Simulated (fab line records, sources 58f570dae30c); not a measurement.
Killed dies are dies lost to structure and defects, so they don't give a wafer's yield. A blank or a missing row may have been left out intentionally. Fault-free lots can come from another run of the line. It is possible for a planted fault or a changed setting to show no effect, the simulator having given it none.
fab line records | flow berkeley_cmos170
record: lots: 6 wafers: 18 last_day: 11
route steps=331 shown M3@315
lots with no fault: from the same line, run without faults
start_h: start of the lot's first displayed wafer, in hours after the record's first day | wait_h: hours since the lot's step before | " repeats the value in the row above | L1.1+2: one row covering several wafers at once | - no value, or no start given | * or withheld: withheld | < > ~ a bound
route shown NAME@n: a module of which the file shows steps, and the number in the route of the first | usual: average and standard deviation across the fault-free wafers | same: alike in all rows | chamber/n: place in a boat | sites: each site's reading | _std_site: the standard deviation of these | _edge_site: inner sites' mean taken away from outer sites' mean | radius_mm: for every site, how far away it sits from the centre of the wafer | mask NAME#n: copy n | behind: the last tool/chamber to shape the wafer | hold: reason for holding the lot/hours on hold/outcome of the hold | device: whichever transistor did not switch (one of n, p or np) | end of line: tests of these same wafers at the route's end | step lacking rows: just its recipe | killed: dies lost to structure and defects at the first sort, not the wafer's yield | map: a wafer's dies, marking killed ones x, the rest . and places with no die _
set.NAME: the setting the step ran with; set.NAME@STEP: the setting that earlier step ran with | model.NAME: the simulator's own value behind a step, which no gauge read
certain route steps with their lots: each step a table, each wafer a row
services: the hour from which a tool's chamber was out of use, counted from the record's first day as start_h (under 0 if before that day), plus the number of hours and why
== steps ==
step: UCB170_M3_SOFTBAKE_06
recipe: resist: KrF temp_c: 130 time_s: 60
step: UCB170_M3_STRIP_07
recipe: chemistry: O2 power_w: 400 pressure_mtorr: 3500 platen_temp_c: withheld o2_flow_sccm: 400 overash_fraction: 0.5
usual: drypump_motor_current_A: 5.5/0.44 oes_product_au: 0.734/0.0044 strip_time_to_endpoint_s: 21.98/0.072
columns lot.wafer tool chamber start_h wait_h drypump_motor_current_A oes_product_au rf_hours_counter_h strip_time_to_endpoint_s
L554.4 plasma_asher-03 1 165.61 0.1 5.0 0.737 - 21.97
L554.5 " 1 " " 5.1 0.743 - 21.94
L554.6 " 0 " " 6.3 0.742 - 21.98
L562.1 plasma_asher-03 0 198.03 0.1 6.3 0.737 44 22.02
L562.2 " 1 " " 5.0 0.727 44 21.98
L562.3 " 0 " " 6.3 0.727 - 21.97
L570.3 plasma_asher-01 0 248.49 0.1 5.3 0.733 - 22.00
L570.4 " 1 " " 5.2 0.740 - 22.03
L570.5 " 0 " " 5.3 0.737 - 21.98
L571.1 plasma_asher-01 1 249.40 0.1 5.2 0.737 14 21.99
L571.2 " 0 " " 5.3 0.728 14 21.95
L571.5 " 0 " " 5.3 0.738 - 22.06
L572.2 plasma_asher-02 0 250.08 0.1 5.7 0.731 56 21.81
L572.3 " 1 " " 5.4 0.734 - 21.82
L572.5 " 0 " " 5.7 0.733 - 21.89
L575.1 plasma_asher-01 1 261.64 0.1 5.2 0.731 15 22.11
L575.3 " 0 " " 5.3 0.735 - 22.09
L575.4 " 1 " " 5.2 0.741 - 22.02
step: UCB170_M3_STRIP_08
recipe: chemistry: DMSO temp_c: 80 time_s: 600 material: KrF
step: UCB170_M3_COAT_09
recipe: resist: BARC temp_c: withheld time_s: withheld spin_rpm: 3000 resist_thk_nm: withheld
step: UCB170_M3_COAT_10
recipe: resist: KrF spin_rpm: 1500 resist_thk_nm: 900
step: UCB170_M3_SOFTBAKE_11
recipe: resist: KrF temp_c: 130 time_s: 57.7
step: UCB170_M3_EXPOSE_12
recipe: mask_id: METAL3 target_cd_nm: 700 na: 0.5 sigma_outer: 0.6 source_shape: conventional dose_mj: 26
step: UCB170_M3_PEB_13
recipe: peb_temp_c: 130 peb_time_s: withheld resist: KrF
step: UCB170_M3_DEVELOP_14
recipe: developer: TMAH develop_time_s: 45 resist: KrF dev_temp_c: 21
step: UCB170_M3_CD_MEAS_15
recipe: target_cd_nm: 700
usual: cd_nm: 700.2/1.4
columns lot.wafer tool chamber start_h wait_h cd_nm
L554.4 cd_sem-02 - 167.73 - 701.8
L554.5 " - " " 700.8
L554.6 " - " " 702.4
L562.1 cd_sem-01 - 199.14 - 700.8
L562.2 " - " " 699.9
L562.3 " - " " 700.1
L570.3 cd_sem-01 - 249.72 - 699.6
L570.4 " - " " 699.0
L570.5 " - " " 700.1
L571.1 cd_sem-01 - 250.75 - 703.7
L571.2 " - " " 702.3
L571.5 " - " " 701.6
L572.2 cd_sem-01 - 251.49 - 699.1
L572.3 " - " " 700.8
L572.5 " - " " 701.6
L575.1 cd_sem-01 - 263.20 - 699.9
L575.3 " - " " 698.6
L575.4 " - " " 700.6
step: UCB170_M3_OVL_MEAS_16
usual: M3_OVL: 2/5
columns lot.wafer tool chamber start_h wait_h M3_OVL[nm]
L554.4 overlay-02 - 167.81 0.1 2
L554.5 " - " " -2
L554.6 " - " " -3
L562.1 overlay-02 - 199.26 0.1 2
L562.2 " - " " 8
L562.3 " - " " 6
L570.3 overlay-01 - 249.81 0.1 4
L570.4 " - " " 2
L570.5 " - " " 2
L571.1 overlay-01 - 250.87 0.1 -9
L571.2 " - " " -2
L571.5 " - " " -2
L572.2 overlay-01 - 251.60 0.1 13
L572.3 " - " " 6
L572.5 " - " " 5
L575.1 overlay-02 - 263.32 0.1 11
L575.3 " - " " 12
L575.4 " - " " 8
step: UCB170_M3_ETCH_17
recipe: chemistry: N2/H2 target_depth_a: withheld overetch_a: withheld target: BARC time_s: withheld source_w: 500 bias_w: 100 pressure_mtorr: 30 n2_flow_sccm: 100 h2_flow_sccm: 200
usual: drypump_motor_current_A: 5.9/0.4 n2_flow_sccm: 100.0/0.3 oes_product_au: 1.007/0.02 rf_fwd_power_W: 495.2/2 throttle_valve_pct: 13.34/0.17
columns lot.wafer tool chamber start_h wait_h drypump_motor_current_A n2_flow_sccm oes_product_au rf_fwd_power_W throttle_valve_pct
L554.4 rie_diel-02 0 167.82 0.0 5.6 100.0 0.983 496.6 13.42
L554.5 " 3 " " 6.1 100.3 0.978 492.5 13.30
L554.6 " 0 " " 5.5 100.2 0.988 494.5 13.42
L562.1 rie_diel-02 3 199.30 0.0 6.1 99.7 0.985 495.1 13.31
L562.2 " 0 " " 5.5 100.0 0.996 495.6 13.41
L562.3 " 2 " " 5.4 99.7 0.993 496.1 13.46
L570.3 rie_diel-02 3 249.84 0.0 6.1 100.2 0.979 495.4 13.30
L570.4 " 0 " " 5.5 99.7 0.997 495.6 13.41
L570.5 " 1 " " 6.4 99.8 1.040 494.6 13.48
L571.1 rie_diel-03 0 250.90 0.0 5.0 99.9 1.024 498.5 13.37
L571.2 " 1 " " 5.3 100.3 1.034 496.0 13.00
L571.5 " 1 " " 5.3 100.4 1.037 497.1 12.96
L572.2 rie_diel-01 0 251.63 0.0 5.9 100.4 1.011 497.2 13.49
L572.3 " 1 " " 6.3 99.7 1.006 493.2 13.19
L572.5 " 0 " " 5.9 100.3 1.012 495.9 13.48
L575.1 rie_diel-02 3 263.36 0.0 6.1 100.2 0.977 492.8 13.32
L575.3 " 1 " " 6.4 100.0 1.036 495.6 13.49
L575.4 " 2 " " 5.4 99.9 0.983 496.2 13.44
step: UCB170_M3_METAL_ETCH_18
recipe: chemistry: Cl2/BCl3 target: Al stop_on: SiO2 pressure_mtorr: 12 target_depth_a: 11700 over_etch_frac: 0.3 time_s: 195 icp_w: 600 bias_w: 120 Cl2_flow_sccm: 90 bcl3_flow_sccm: 45
usual: drypump_motor_current_A: 5.5/0.42 mfc_cl2_sccm: 90.02/0.26 oes_product_au: 0.857/0.018 rf_fwd_power_W: 598.5/1.8 throttle_valve_pct: 24.40/0.22
columns lot.wafer tool chamber start_h wait_h drypump_motor_current_A mfc_cl2_sccm oes_product_au rf_fwd_power_W rf_hours_counter_h throttle_valve_pct model.KrF_of_M3_COAT_10.thk_nm model.M3.feature_depth_nm model.etch.depth_nm
L554.4 rie_metal-04 1 167.93 - 6.5 89.62 0.825 599.5 - 24.55 178.7 935.5 876.5
L554.5 " 0 " " 5.8 90.05 0.818 600.7 - 24.37 190.5 935.3 876.7
L554.6 " 1 " " 6.5 89.65 0.833 598.3 - 24.57 184.7 934.5 875.9
L562.1 rie_metal-01 1 199.34 - 4.9 90.04 0.849 598.3 5.1 24.51 229.8 962 908.1
L562.2 " 0 " " 5.8 90.27 0.854 598.5 0.6 24.66 233.8 922.8 868.5
L562.3 " 0 " " 5.8 90.27 0.886 596.5 - 24.63 236.9 965 910.7
L570.3 rie_metal-01 1 249.94 - 4.9 89.95 0.855 596.0 - 24.50 230 968.9 914.8
L570.4 " 0 " " 5.8 89.62 0.776 360.6 - 24.69 468.5 732.6 732.6
L570.5 " 1 " " 4.9 90.32 0.855 600.9 - 24.50 224.1 964.2 909.7
L571.1 rie_metal-01 1 250.95 - 4.9 90.22 0.849 595.4 6.8 24.49 225.5 957.5 902.9
L571.2 " 0 " " 5.8 89.85 0.780 361.8 2.2 24.69 470.1 732.2 732.2
L571.5 " 0 " " 5.8 89.98 0.785 359.9 - 24.69 466.7 738.1 738.1
L572.2 rie_metal-03 0 251.67 - 5.6 90.20 0.887 602.0 3.3 24.01 213.2 976.9 921.3
L572.3 " 1 " " 5.3 90.42 0.870 594.7 - 24.50 188.4 965 905.6
L572.5 " 1 " " 5.3 90.46 0.872 597.4 - 24.50 193 970.7 911.9
L575.1 rie_metal-03 0 263.40 - 5.5 90.12 0.881 599.0 3.9 24.01 228.2 971.4 916.8
L575.3 " 0 " " 5.5 90.28 0.874 598.0 - 24.00 226 963.1 908.4
L575.4 " 1 " " 5.3 89.86 0.888 599.7 - 24.50 193.3 985.8 926.4
step: UCB170_M3_STRIP_19
recipe: chemistry: O2 power_w: 400 pressure_mtorr: 3500 platen_temp_c: withheld o2_flow_sccm: 400 overash_fraction: 0.5
usual: drypump_motor_current_A: 5.5/0.4 oes_product_au: 0.538/0.022
columns lot.wafer tool chamber start_h wait_h drypump_motor_current_A oes_product_au rf_hours_counter_h
L554.4 plasma_asher-02 1 168.09 0.1 5.4 0.509 -
L554.5 " 1 " " 5.4 0.522 -
L554.6 " 0 " " 5.7 0.522 -
L562.1 plasma_asher-02 0 199.53 0.1 5.7 0.560 50
L562.2 " 1 " " 5.4 0.570 50
L562.3 " 0 " " 5.8 0.564 -
L570.3 plasma_asher-01 1 250.10 0.1 5.2 0.568 -
L570.4 " 0 " " 5.3 0.719 -
L570.5 " 0 " " 5.3 0.556 -
L571.1 plasma_asher-03 1 251.13 0.1 5.0 0.558 51
L571.2 " 0 " " 6.3 0.729 51
L571.5 " 0 " " 6.3 0.715 -
L572.2 plasma_asher-01 0 251.86 0.1 5.3 0.551 14
L572.3 " 1 " " 5.2 0.523 -
L572.5 " 1 " " 5.2 0.526 -
L575.1 plasma_asher-03 1 263.59 0.1 5.0 0.562 52
L575.3 " 1 " " 5.1 0.550 -
L575.4 " 0 " " 6.3 0.529 -
step: UCB170_M3_CD_MEAS_90
recipe: target_cd_nm: 700
usual: cd_nm: 701/4.3
columns lot.wafer tool chamber start_h wait_h cd_nm
L554.4 cd_sem-01 - 168.21 0.1 700
L554.5 " - " " 699
L554.6 " - " " 698
L562.1 cd_sem-01 - 199.63 0.1 701
L562.2 " - " " 704
L562.3 " - " " 702
L570.3 cd_sem-01 - 250.21 0.1 704
L570.4 " - " " 725
L570.5 " - " " 705
L571.1 cd_sem-01 - 251.35 0.2 708
L571.2 " - " " 725
L571.5 " - " " 726
L572.2 cd_sem-01 - 251.98 0.1 697
L572.3 " - " " 703
L572.5 " - " " 706
L575.1 cd_sem-02 - 263.69 0.1 696
L575.3 " - " " 693
L575.4 " - " " 703
step: UCB170_M3_BOW_MEAS_20
recipe: mode: bow
usual: M3_BOW: 35/6.9
columns lot.wafer tool chamber start_h wait_h M3_BOW[um]
L554.4 film_metro-01 - 168.33 0.1 47
L554.5 " - " " 29
L554.6 " - " " 35
L562.1 film_metro-01 - 199.75 0.1 36
L562.2 " - " " 26
L562.3 " - " " 18
L570.3 film_metro-02 - 250.33 0.1 27
L570.4 " - " " 31
L570.5 " - " " 39
L571.1 film_metro-02 - 251.47 0.1 24
L571.2 " - " " 33
L571.5 " - " " 39
L572.2 film_metro-03 - 252.10 0.1 31
L572.3 " - " " 34
L572.5 " - " " 34
L575.1 film_metro-02 - 263.81 0.1 37
L575.3 " - " " 39
L575.4 " - " " 35
step: UCB170_M3_PROBE_99
columns lot.wafer tool chamber start_h wait_h model.etest.antenna_m2.short model.etest.antenna_m2.over_limit model.etest.antenna_m3.over_limit model.etest.antenna_m3.short
L554.4+5+6 prober-01 - 168.54 0.2 0 0 0 0
L562.1+2+3 prober-02 - 199.87 0.1 0 0 0 0
L570.3+5 prober-02 - 250.51 0.2 0 0 0 0
L570.4 prober-02 - 250.56 0.2 1 1 1 1
L571.1 prober-02 - 251.59 0.1 0 0 0 0
L571.2+5 prober-02 - 251.64 0.1 1 1 1 1
L572.2+3+5 prober-01 - 252.25 0.1 0 0 0 0
L575.1+3+4 prober-01 - 263.93 0.1 0 0 0 0
killed by level:class
L554.4 CONTACT:geometric_particle:open=1 M1:geometric_particle:short=1 M2:geometric_particle:open=1
L554.5 SACOX:geometric_particle:short=1 CONTACT:geometric_particle:short=1
L554.6 SCREENOX:geometric_particle:short=1 SILICIDE:geometric_particle:open=1 V1:geometric_particle:open=1
L562.1 M1:geometric_particle:short=1 M2:geometric_particle:short=1
L562.2 GATE:geometric_particle:short=2 START:geometric_particle:short=1 ACTIVE:geometric_particle:short=1 SCREENOX:geometric_particle:short=1 M2:geometric_particle:open=1
L562.3 GATE:geometric_particle:open=1 V1:geometric_particle:open=1
L572.2 SACOX:geometric_particle:open=1 V1:geometric_particle:short=1
L572.5 WELLDRIVE:geometric_particle:short=1 GATE:geometric_particle:open=1 SILICIDE:geometric_particle:short=1
L575.3 FIELD:geometric_particle:open=1 GATE:geometric_particle:open=1 SPACER:geometric_particle:short=1 M1:geometric_particle:short=1
L575.4 V1:geometric_particle:open=1
== services ==
columns tool chamber start_h hours kind
rie_metal-01 1 145.69 4.3 repair
rie_metal-01 0 155.34 - clean
rie_metal-01 0 155.34 25.0 scheduled_down
rie_metal-01 0 155.34 25.0 vent_cycle
plasma_asher-01 - 165.91 4.3 pm
rie_diel-02 1 179.63 - clean
rie_diel-02 1 179.63 21.5 scheduled_down
rie_diel-02 1 179.63 21.5 vent_cycle
rie_diel-03 - 182.64 1.0 repair
rie_diel-03 3 185.49 9.0 repair
rie_diel-02 - 186.69 0.1 repair
rie_diel-01 2 218.03 - clean
rie_diel-01 2 218.03 17.9 scheduled_down
rie_diel-01 2 218.03 17.9 vent_cycle
rie_metal-04 1 218.25 22.4 repair
rie_diel-03 2 224.49 6.0 repair
rie_diel-01 2 246.30 10.0 repair
rie_metal-04 - 249.20 15.6 pm
rie_diel-01 0 253.06 8.4 repair
rie_diel-01 3 253.29 6.6 repair
== key ==
first_sign: step: UCB170_M3_METAL_ETCH_18 reading: rf_fwd_power_W direction: down sigmas: 99+ usual: 598.5 struck: 360.7
effect: step: UCB170_M3_METAL_ETCH_18 reading: oes_product_au direction: down sigmas: 4.2 usual: 0.857 struck: 0.780
effect: step: UCB170_M3_STRIP_19 reading: oes_product_au direction: up sigmas: 8.4 usual: 0.538 struck: 0.721
effect: step: UCB170_M3_CD_MEAS_90 reading: cd_nm direction: up sigmas: 5.8 usual: 701 struck: 725
model_effect: step: UCB170_M3_METAL_ETCH_18 value: KrF_of_M3_COAT_10.thk_nm without: 227.6 struck: 468.4
model_effect: step: UCB170_M3_PROBE_99 value: etest.antenna_m2.short without: 0 struck: 1
met_at UCB170_M3_METAL_ETCH_18
struck_wafers L570.4,L571.2,L571.5
later_rows_left_out L570.4,L571.2,L571.5
sort_left_out L570.4,L571.2,L571.5
onset_between 199.34 249.94
fault: kind: process_parameter_drift tool: rie_metal-01 chamber: 0 onset_h: 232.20 steps: UCB170_M3_METAL_ETCH_18 channel: icp_w offset: -240 shape: step end_h: 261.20 acts_in: these_recipes_only stated: 600
sort_left_out: the simulated sort isn't trusted on such a fault, so these wafers' sort isn't shown, and their yield isn't known
later_rows_left_out: the simulator's readings of these wafers behind a module that went badly wrong aren't trusted and aren't shown, but for the sort
